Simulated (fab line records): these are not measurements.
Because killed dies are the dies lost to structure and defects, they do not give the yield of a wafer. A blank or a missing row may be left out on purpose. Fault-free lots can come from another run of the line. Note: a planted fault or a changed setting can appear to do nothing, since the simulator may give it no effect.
Chamber matching || flow berkeley-cmos170 || 4 sister chambers for UCB170_ZERO_ETCH_06 on rie-diel-03
The step etches SiO2 in CHF3/CF4/Ar, time 12 s. 4 wafers are shown with their chamber, then 10 later ones without.

## WAFERS PAIRED WITH THEIR CHAMBERS
{"wafer": "L082.3", "chamber": 1, "throttle-valve-pct (%)": 9.23}
{"wafer": "L085.4", "chamber": 3, "throttle-valve-pct (%)": 9.48}
{"wafer": "L092.1", "chamber": 0, "throttle-valve-pct (%)": 9.09}
{"wafer": "L092.3", "chamber": 2, "throttle-valve-pct (%)": 9.11}

## WAFERS WITHOUT THEIR CHAMBER
{"wafer": "L092.6", "throttle-valve-pct (%)": 9.49}
{"wafer": "L093.1", "throttle-valve-pct (%)": 9.24}
{"wafer": "L093.4", "throttle-valve-pct (%)": 9.48}
{"wafer": "L093.6", "throttle-valve-pct (%)": 9.24}
{"wafer": "L095.1", "throttle-valve-pct (%)": 9.25}
{"wafer": "L095.4", "throttle-valve-pct (%)": 9.49}
{"wafer": "L095.6", "throttle-valve-pct (%)": 9.24}
{"wafer": "L097.4", "throttle-valve-pct (%)": 9.08}
{"wafer": "L097.5", "throttle-valve-pct (%)": 9.50}
{"wafer": "L097.6", "throttle-valve-pct (%)": 9.09}

## CHAMBER TAKEN BY EACH
{"wafer": "L092.6", "from the rows above": 3, "in truth": 3}
{"wafer": "L093.1", "from the rows above": 1, "in truth": 1}
{"wafer": "L093.4", "from the rows above": 3, "in truth": 3}
{"wafer": "L093.6", "from the rows above": 1, "in truth": 1}
{"wafer": "L095.1", "from the rows above": 1, "in truth": 1}
{"wafer": "L095.4", "from the rows above": 3, "in truth": 3}
{"wafer": "L095.6", "from the rows above": 1, "in truth": 1}
{"wafer": "L097.4", "from the rows above": "can't be placed: 0 or 2", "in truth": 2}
{"wafer": "L097.5", "from the rows above": 3, "in truth": 3}
{"wafer": "L097.6", "from the rows above": "can't be placed: 0 or 2", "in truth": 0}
Correctly placed: 8 of 10. These rows do not allow placing 2 (true chamber among the candidates in 2). Number placed wrongly: 0.
How it was worked out, from the rows above alone: a wafer's distance from a chamber is the root of the sum, over the readings, of the square of ((its reading less the chamber's mean) divided by the reading's scatter). If the next closest chamber is less than 2 further off than the closest, the wafer can't be placed; otherwise it belongs to the closest. The mean given for a chamber averages the wafers shown for that chamber. The scatter: with one shown wafer a chamber, the root of the mean of the squares of how far each hidden wafer lies from its nearest shown one.
